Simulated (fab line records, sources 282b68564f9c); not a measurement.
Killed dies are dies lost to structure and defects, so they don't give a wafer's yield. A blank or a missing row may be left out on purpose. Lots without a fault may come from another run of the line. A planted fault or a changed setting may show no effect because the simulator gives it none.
Which tool did it? | flow rit_cmos | 14 lots, 42 wafers sampled, at 3 steps of a route of 202

WHAT THE GAUGES READ, wafer by wafer
RIT_SILICIDE_RS_MEAS_02: measures by four-point-probe.
lot  | measured    | on            | SILICIDE_TI_RS (ohm/sq)
L770 | day 3 02:06 | film_metro-01 | 49.2 48.4 49.2
L771 | day 3 07:55 | film_metro-03 | 48.0 49.1 47.4
L772 | day 3 11:41 | film_metro-02 | 49.2 48.4 48.5
L773 | day 3 17:04 | film_metro-02 | 47.0 47.4 48.1
L774 | day 3 21:22 | film_metro-02 | 47.0 47.0 46.9
L775 | day 4 03:35 | film_metro-01 | 47.6 46.8 47.4
L776 | day 4 09:13 | film_metro-02 | 49.2 49.9 48.6
L779 | day 4 23:52 | film_metro-02 | 47.8 63.8 47.6
L781 | day 5 08:52 | film_metro-03 | 63.6 63.8 46.6
L787 | day 6 16:28 | film_metro-01 | 47.9 47.1 46.8
L789 | day 7 00:35 | film_metro-02 | 48.0 48.5 48.9
L790 | day 7 05:57 | film_metro-01 | 49.4 47.7 47.6
L791 | day 7 11:40 | film_metro-01 | 46.9 47.8 46.9
L793 | day 8 02:02 | film_metro-01 | 48.7 47.1 48.7

RIT_SILICIDE_THK_MEAS_03: measures by xrf.
lot  | measured    | on            | SILICIDE_TI_THK (nm)
L770 | day 3 02:13 | film_metro-01 | 29.6 29.9 29.6
L771 | day 3 08:01 | film_metro-03 | 30.2 29.7 30.6
L772 | day 3 11:49 | film_metro-02 | 29.5 29.8 29.7
L773 | day 3 17:11 | film_metro-02 | 30.4 30.4 30.0
L774 | day 3 21:27 | film_metro-02 | 30.5 30.5 30.7
L775 | day 4 03:43 | film_metro-01 | 30.5 30.7 30.5
L776 | day 4 09:20 | film_metro-02 | 29.4 29.0 29.6
L779 | day 4 23:59 | film_metro-02 | 30.1 23.9 30.2
L781 | day 5 08:59 | film_metro-03 | 24.2 24.2 31.0
L787 | day 6 16:34 | film_metro-01 | 30.2 30.7 30.9
L789 | day 7 00:41 | film_metro-02 | 30.0 29.7 29.6
L790 | day 7 06:04 | film_metro-01 | 29.4 30.3 30.3
L791 | day 7 11:47 | film_metro-01 | 30.6 30.2 30.6
L793 | day 8 02:08 | film_metro-01 | 29.8 30.6 29.8

WHICH TOOL RAN EACH LOT (tool, then ch and the chambers of the sampled wafers, then the start)
lot  | RIT_SILICIDE_SPUTTER_01
L770 | pvd_sputter-03, day 3 01:56
L771 | pvd_sputter-01, day 3 07:43
L772 | pvd_sputter-03, day 3 11:32
L773 | pvd_sputter-01, day 3 16:55
L774 | pvd_sputter-03, day 3 21:09
L775 | pvd_sputter-01, day 4 03:26
L776 | pvd_sputter-03, day 4 09:04
L779 | pvd_sputter-01, day 4 23:43
L781 | pvd_sputter-01, day 5 08:43
L787 | pvd_sputter-03, day 6 16:16
L789 | pvd_sputter-03, day 7 00:23
L790 | pvd_sputter-03, day 7 05:48
L791 | pvd_sputter-04, day 7 11:31
L793 | pvd_sputter-03, day 8 01:51
- RIT_SILICIDE_SPUTTER_01: material Ti, target thk 30 nm, time 240 s.

WHAT THE TOOLS THEMSELVES READ (means of the sampled wafers that have a number; where no wafer has one, the mark that the record gives instead)
RIT_SILICIDE_SPUTTER_01.
lot  | tool           | cathode_dc_power_W (W) | chamber_pressure_pa (Pa) | throttle_valve_pct (%)
L770 | pvd_sputter-03 | 349.99                 | 0.6669                   | 30.0
L771 | pvd_sputter-01 | 350.03                 | 0.6665                   | 29.8
L772 | pvd_sputter-03 | 350.04                 | 0.6677                   | 30.2
L773 | pvd_sputter-01 | 349.87                 | 0.6672                   | 29.6
L774 | pvd_sputter-03 | 349.97                 | 0.6679                   | 30.4
L775 | pvd_sputter-01 | 349.97                 | 0.6680                   | 29.6
L776 | pvd_sputter-03 | 349.99                 | 0.6666                   | 30.2
L779 | pvd_sputter-01 | 326.72                 | 0.6664                   | 29.6
L781 | pvd_sputter-01 | 303.48                 | 0.6675                   | 30.0
L787 | pvd_sputter-03 | 349.99                 | 0.6676                   | 30.3
L789 | pvd_sputter-03 | 350.00                 | 0.6671                   | 30.1
L790 | pvd_sputter-03 | 350.02                 | 0.6656                   | 30.3
L791 | pvd_sputter-04 | 350.01                 | 0.6673                   | 28.4
L793 | pvd_sputter-03 | 349.97                 | 0.6671                   | 30.2

THE ANSWER, worked out from the rows above alone
Rule: what is usual is taken from the lots themselves. Put in order of their means at a reading, lots are off if they are a third of the lots or fewer, leave a main group of 4 or more, and stand apart from it by a gap of 3 or more times the standard deviation of the main group's means; of several such gaps the widest counts. A main group whose means are all the same, to the digits that the tables above print for the reading, isn't used. A lot without any number at a reading at which 4 lots or more have one is off too. The other lots that the step has rows for count as sound. The gauges are gone through in route order, then the tools' own readings, and for those a lot's mean is taken as printed above. The first step at which some lot is off is used, and at that step the reading that is off furthest; a lot without a number counts as furthest.
Off: L779, L781, at RIT_SILICIDE_RS_MEAS_02 (SILICIDE_TI_RS). The main group: mean 48.0 ohm/sq, standard deviation 0.72.
A tool fits if, at a process step before that reading, it ran every lot that is off, and no sound lot after the first of them. The gauges at RIT_SILICIDE_RS_MEAS_02 aren't tried: what is off there is off at RIT_SILICIDE_SPUTTER_01 too, on other tools, and a gauge's error can't cause that. One fits: pvd_sputter-01 at RIT_SILICIDE_SPUTTER_01. Its last sound lot is L775 (day 4 03:26), its first lot that is off L779 (day 4 23:43): a fault that began between those two fits.
The tool's own readings at RIT_SILICIDE_SPUTTER_01 bear it out: on the lots that are off they differ by more than 5 times the standard deviation of the sound lots' means. cathode_dc_power_W reads 315.10 W there against 349.99 W on the sound lots.

WHAT THE SIMULATOR HAD PUT IN
Process parameter drift: pvd_sputter-01, from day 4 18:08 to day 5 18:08, at RIT_SILICIDE_SPUTTER_01. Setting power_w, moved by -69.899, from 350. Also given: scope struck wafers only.
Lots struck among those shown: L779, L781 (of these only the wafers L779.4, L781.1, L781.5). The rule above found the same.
